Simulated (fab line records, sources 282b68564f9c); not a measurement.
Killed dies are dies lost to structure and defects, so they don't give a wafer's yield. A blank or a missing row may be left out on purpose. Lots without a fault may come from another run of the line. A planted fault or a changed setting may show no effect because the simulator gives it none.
Which tool did it? | flow rit_cmos | 6 lots, 18 wafers sampled, at 2 steps of a route of 202

WHAT THE GAUGES READ, wafer by wafer
RIT_GATE_THK_MEAS_07.
lot  | measured    | on            | GATE_OXIDE_THK (nm)
L195 | day 3 01:16 | film_metro-02 | 3.07 3.04 3.06
L200 | day 4 09:25 | film_metro-02 | 3.28 3.32 3.37
L204 | day 5 08:10 | film_metro-04 | 3.38 3.42 3.32
L211 | day 6 07:38 | film_metro-02 | 3.03 3.11 3.03
L213 | day 6 11:43 | film_metro-02 | 3.02 3.00 2.94
L216 | day 7 01:32 | film_metro-04 | 2.97 2.98 2.90

WHICH TOOL RAN EACH LOT (tool, then ch and the chambers of the sampled wafers, then the start)
lot  | RIT_GATE_OXIDATION_05
L195 | furnace-03 ch 0, day 2 22:37
L200 | furnace-04 ch 0, day 4 05:43
L204 | furnace-04 ch 0, day 5 02:00
L211 | furnace-01 ch 0, day 6 05:26
L213 | furnace-01 ch 0, day 6 09:52
L216 | furnace-03 ch 0, day 7 00:09
- RIT_GATE_OXIDATION_05: target thk 3 nm, ox time 270 s.

THE ANSWER, worked out from the rows above alone
Rule: what is usual is taken from the lots themselves. Put in order of their means at a reading, lots are off if they are a third of the lots or fewer, leave a main group of 4 or more, and stand apart from it by a gap of 3 or more times the standard deviation of the main group's means; of several such gaps the widest counts. A main group whose means are all the same, to the digits that the tables above print for the reading, isn't used. A lot without any number at a reading at which 4 lots or more have one is off too. The other lots that the step has rows for count as sound.
Off: L200, L204, at RIT_GATE_THK_MEAS_07 (GATE_OXIDE_THK). The main group: mean 3.01 nm, standard deviation 0.046.
A tool fits if, at a process step before that reading, it ran every lot that is off, and no sound lot after the first of them. The gauges at RIT_GATE_THK_MEAS_07 are tried like those tools. One fits: furnace-04 at RIT_GATE_OXIDATION_05. It ran no sound lot before its first lot that is off in this sample, so the start can't be narrowed down.

WHAT THE SIMULATOR HAD PUT IN
Process parameter drift: furnace-04, from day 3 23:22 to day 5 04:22, at RIT_GATE_OXIDATION_05. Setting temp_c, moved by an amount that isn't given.
Lots struck among those shown: L200, L204. The rule above found the same.
